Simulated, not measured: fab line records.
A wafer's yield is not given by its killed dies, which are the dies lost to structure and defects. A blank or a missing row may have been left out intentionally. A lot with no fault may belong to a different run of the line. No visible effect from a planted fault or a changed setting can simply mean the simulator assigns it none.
Struck lot and sound lot, side by side + flow berkeley-cmos170 + 15 out of 331 route steps
Sound: wafers L781.3, L781.4, L781.5. The struck wafers were L776.1, L776.2, L776.3. Last of all comes the cause.
Per side, at each step with rows, come the tool, then ch with its chambers, and then its first start. Under that, the readings that differ: sound wafers + struck wafers + difference of the means + sigmas: that difference in standard deviations of wafers without a fault.
alike: same words and numbers on both sides, and readings whose means sit less than 2 such deviations apart. not compared: any withheld reading, any reading some wafer has no value for, any bound like >300 that may hide the same value, and any number with overlapping values for which the record gives no deviation.
The two part at a step that has a row with sigmas, a row that says differs or no value, or rows on one side only. Numbers that don't overlap but have no deviation are shown without sigmas and don't part them. A reading that every wafer of one side lacks parts them only if that side has two wafers or more.

UCB170_PWELL_ETCH_14: etches Si3N4 in CH3F/Ar/O2, stops on SiO2, target depth 242 nm, time 151 s.
  sound on rie-diel-02 ch 0,1,2, day 6 17:10; struck on rie-diel-01 ch 0,1,2, day 5 17:01
  alike: drypump-motor-current-A, oes-product-au, throttle-valve-pct
  not compared: rf-hours-counter-h
then, 1 step without rows for these wafers: UCB170_PWELL_IMPLANT_15.
UCB170_PWELL_STRIP_16: strips in O2.
  sound on plasma-asher-03 ch 0,1, day 6 17:28; struck on plasma-asher-03 ch 0,1, day 5 17:16
  alike: drypump-motor-current-A, o2-flow-sccm, oes-product-au, strip-time-to-endpoint-s
  not compared: rf-hours-counter-h
UCB170_PWELL_TW_MEAS_17:
  sound: film-metro-02 at day 6 17:32; struck: film-metro-04 at day 5 17:22
  alike: PWELL_TW
then, 5 steps without rows for these wafers: UCB170_PWELL_CLEAN_18 (cleans in SPM, time 600 s); UCB170_PWELL_WET_ETCH_19 (etches Si3N4 in H3PO4, time 14400 s); UCB170_PWELL_WET_ETCH_20 (etches SiO2 in BOE, time 22 s); UCB170_WELLDRIVE_CLEAN_00 (cleans in SPM, time 600 s); UCB170_WELLDRIVE_OXIDATION_01 (target thk 199 nm, ox time 9247 s).
UCB170_WELLDRIVE_THK_MEAS_02:
  sound: film-metro-01 at day 7 02:46; struck: film-metro-01 at day 6 06:28
  alike: WELLDRIVE_OXIDE_THK
then, 2 steps without rows for these wafers: UCB170_WELLDRIVE_ANNEAL_03 (time 900 s); UCB170_WELLDRIVE_WET_ETCH_04 (etches SiO2 in BOE, time 120 s).
UCB170_ACTIVE_CLEAN_00: cleans in SPM, time 600 s.
  sound on wet-bench-02 ch 0, day 7 07:34; struck on wet-bench-03 ch 1, day 6 11:20
  no value came back on the struck wafers for bath-guard-temp-C (C), bath-heat-duty-pct (%); on the sound wafers bath-guard-temp-C (C) reads 119.5 119.6 119.4
then, 1 step without rows for these wafers: UCB170_ACTIVE_CLEAN_01 (cleans in dHF, time 60 s).
UCB170_M3_PROBE_99:
  the record has rows for the sound wafers here (prober-01, day 11 14:37) and none for the struck ones

WHERE THEY PART
Last at UCB170_M3_PROBE_99 as far as this record goes, first at UCB170_ACTIVE_CLEAN_00.

WHY: the cause the simulator had injected
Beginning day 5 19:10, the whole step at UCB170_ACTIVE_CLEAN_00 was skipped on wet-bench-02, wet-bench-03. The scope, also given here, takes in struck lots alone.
